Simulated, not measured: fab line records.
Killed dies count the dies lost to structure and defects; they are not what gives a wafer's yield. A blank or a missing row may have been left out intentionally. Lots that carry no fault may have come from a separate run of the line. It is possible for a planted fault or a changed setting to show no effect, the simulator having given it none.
Split-lot experiment    flow rit cmos    23 wafers read from 5 lots, route of 202 steps

THE SPLIT
At RIT_NRETRO_SOFTBAKE_02 (time 60 s), the setting temp c was moved away from the recipe's 90 C on 7 of the 23 wafers read, by -3.6% to +3.0%. All remaining wafers had this setting at the recipe value.

FROM THE SPLIT TO THE READING: what the file shows between them, 2 steps
- RIT_NRETRO_EXPOSE_03: exposes mask M4, target cd 43900 nm
- RIT_NRETRO_PEB_04

THE READING
NOVOLAK_of_NRETRO_COAT_01.thk nm (the simulator's own value, which no gauge read), in nm, at RIT_NRETRO_DEVELOP_05 (develop time 68 s). No usual value for it is given in the file. Average 1305 nm, standard deviation 1.9 nm, over the 16 wafers here run with the recipe.

wafer   tool, chamber at the split  temp c as run, C  against the recipe  NOVOLAK_of_NRETRO_COAT_01.thk nm, nm  against lot-mates on the recipe
L076.1  litho track-01, 0           90                recipe              1304                                  -
L076.2  litho track-01, 0           90                recipe              1303                                  -
L076.4  litho track-01, 0           90                recipe              1303                                  -
L076.5  litho track-01, 0           90                recipe              1303                                  -
L076.6  litho track-01, 0           90                recipe              1305                                  -
L078.1  litho track-01, 0           90                recipe              1305                                  -
L078.3  litho track-01, 0           90                recipe              1304                                  -
L078.4  litho track-01, 0           86.77             -3.6%               1314                                  +9
L078.5  litho track-01, 0           90                recipe              1306                                  -
L078.6  litho track-01, 0           86.77             -3.6%               1318                                  +13
L080.1  litho track-03, 0           90                recipe              1304                                  -
L080.2  litho track-03, 0           92.38             +2.6%               1294                                  -10
L080.4  litho track-03, 0           90                recipe              1302                                  -
L080.5  litho track-03, 0           90                recipe              1305                                  -
L080.6  litho track-03, 0           92.38             +2.6%               1293                                  -11
L081.1  litho track-02, 0           92.73             +3.0%               1290                                  -14
L081.3  litho track-02, 0           92.73             +3.0%               1295                                  -10
L081.4  litho track-02, 0           90                recipe              1303                                  -
L081.5  litho track-02, 0           92.73             +3.0%               1291                                  -14
L081.6  litho track-02, 0           90                recipe              1306                                  -
L083.1  litho track-03, 0           90                recipe              1303                                  -
L083.2  litho track-03, 0           90                recipe              1308                                  -
L083.6  litho track-03, 0           90                recipe              1309                                  -

FIT RESULTS
A straight line over all 23 wafers: NOVOLAK_of_NRETRO_COAT_01.thk nm changes by -3.74 nm for each +1% of temp c; r = -0.95; the points scatter about the line by 2.1 nm.
The same after taking each lot's own level away (the mean of its wafers on the recipe; 23 wafers): -3.61 nm for each +1%; r = -0.96; scatter 1.8 nm.
The reading moves by 13 nm for the largest change in temp c, on that fit.
From 1303.6 to 1306.7 nm: that is the span of the lots' own levels, equal to 1.6 times the standard deviation above.
So the lot-to-lot level changes the slope little: the two slopes agree.
Check: with one of the wafers moved furthest among these (-3.6%) left out of the fit, the line predicts +13.9 nm for it against its lot-mates. Against them it came out at +9 nm.

THE OTHER SPLITS THESE WAFERS WENT THROUGH
Other splits were also applied to these wafers ahead of the reading. Each is held against what the fit with the lots' levels taken away leaves over:
other split on the same wafers   wafers away from the commonest value  r with NOVOLAK_of_NRETRO_COAT_01.thk nm (lot level and that fit taken away)
RIT_ACTIVE_OXIDATION_01 temp c   15                                    -0.20
RIT_ACTIVE_COAT_06 spin rpm      8                                     -0.08
RIT_FOX2_OXIDATION_00 ox time s  18                                    +0.03

FILE'S OWN FIT
NOVOLAK_of_NRETRO_COAT_01.thk nm changes by -3.64 nm for each +1% of temp c, r = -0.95.
